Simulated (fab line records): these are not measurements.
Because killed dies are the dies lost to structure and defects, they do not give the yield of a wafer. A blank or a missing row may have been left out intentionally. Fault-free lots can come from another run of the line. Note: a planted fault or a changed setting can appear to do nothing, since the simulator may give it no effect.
Comparing a struck lot with a sound one -- flow berkeley cmos170 -- 15 steps out of a route of 331
Sound: these wafers, L732.1, L732.2, L732.6. The struck wafers were L740.3, L740.5, L740.6. The cause comes at the end.
Per side, at each step with rows, come the tool, then ch with its chambers, and then its first start. Under that, the readings that differ: sound wafers -- struck wafers -- difference of the means -- sigmas: that difference in standard deviations of wafers without a fault.
alike: same words and numbers on both sides, and readings whose means sit less than 2 such deviations apart. not compared: any withheld reading, any reading some wafer has no value for, any bound like >300 that may hide the same value, and any number with overlapping values for which the record gives no deviation.
The two part at a step that has a row with sigmas, a row that says differs or no value, or rows on one side only. Non-overlapping numbers with no deviation appear without sigmas and do not part them. A reading that every wafer of one side lacks parts them only if that side has two wafers or more.

UCB170_BACKSIDE_STRIP_03: strips in O2.
  sound on plasma asher-04 ch 0,1, day 9 01:44; struck on plasma asher-03 ch 0,1, day 10 14:59
reading,sound,struck,difference,sigmas
strip time to endpoint s (s),22.09 22.07 22.14,21.92 21.95 21.95,-0.16,-3
  alike: drypump motor current A, oes product au
  not compared: rf hours counter h
then, 1 step without rows for these wafers: UCB170_BACKSIDE_CLEAN_04 (cleans in SPM, time 600 s).
UCB170_SDANNEAL_RTA_00: time 10 s.
  sound on rtp anneal-02 ch 0, day 9 02:11; struck on rtp anneal-01 ch 0, day 10 15:15
reading,sound,struck,difference,sigmas
lamp power pct (%),20 20 20,29 29 29,+9,+2
  alike: wafer_temp_C_max
UCB170_SDANNEAL_RTA_01: time 5 s.
  sound on rtp anneal-02 ch 0, day 9 02:15; struck on rtp anneal-01 ch 0, day 10 15:19
reading,sound,struck,difference,sigmas
lamp power pct (%),31 31 31,44 44 44,+13,+2
  alike: wafer_temp_C_max
UCB170_SDANNEAL_RS_MEAS_02: a four-point-probe measurement.
  sound: film metro-02 at day 9 02:19; struck: film metro-03 at day 10 15:23
  alike: PSD_RS
UCB170_SDANNEAL_RS_MEAS_03: a four-point-probe measurement.
  sound: film metro-02 at day 9 02:26; struck: film metro-03 at day 10 15:31
  alike: NSD_RS
UCB170_SDANNEAL_RS_MEAS_04: a four-point-probe measurement.
  sound: film metro-02 at day 9 02:33; struck: film metro-03 at day 10 15:38
  alike: PLDD_RS
UCB170_SDANNEAL_RS_MEAS_05: a four-point-probe measurement.
  sound: film metro-02 at day 9 02:40; struck: film metro-03 at day 10 15:45
  alike: NLDD_RS
then, 1 step without rows for these wafers: UCB170_SILICIDE_PRE_CLEAN_00 (preclean etch time 60 s).
UCB170_SILICIDE_SPUTTER_01: material Ti, target thk 30 nm, time 25 s.
  sound: pvd sputter-03 at day 9 02:51; struck: pvd sputter-02 at day 10 15:54
  alike: throttle valve pct
UCB170_SILICIDE_RS_MEAS_02: a four-point-probe measurement.
  sound: film metro-03 at day 9 02:53; struck: film metro-04 at day 10 15:58
  alike: SILICIDE_TI_RS
UCB170_SILICIDE_THK_MEAS_03: measures by xrf.
  sound: film metro-03 at day 9 03:00; struck: film metro-04 at day 10 16:04
  alike: SILICIDE_TI_THK
UCB170_SILICIDE_RTA_04: time 15 s.
  sound on rtp anneal-02 ch 0, day 9 03:04; struck on rtp anneal-01 ch 0, day 10 16:22
  alike: lamp power pct, wafer_temp_C_max
then, 1 step without rows for these wafers: UCB170_SILICIDE_WET_ETCH_05 (etches Ti in SPM, time 45 s).
UCB170_M3_PROBE_99:
  record: rows for the struck wafers here (prober-01, day 11 15:38), none for the sound ones

## WHERE THEY PART
Last at UCB170_M3_PROBE_99 as far as this record goes, first at UCB170_BACKSIDE_STRIP_03.

WHY: what had been put in by the simulator
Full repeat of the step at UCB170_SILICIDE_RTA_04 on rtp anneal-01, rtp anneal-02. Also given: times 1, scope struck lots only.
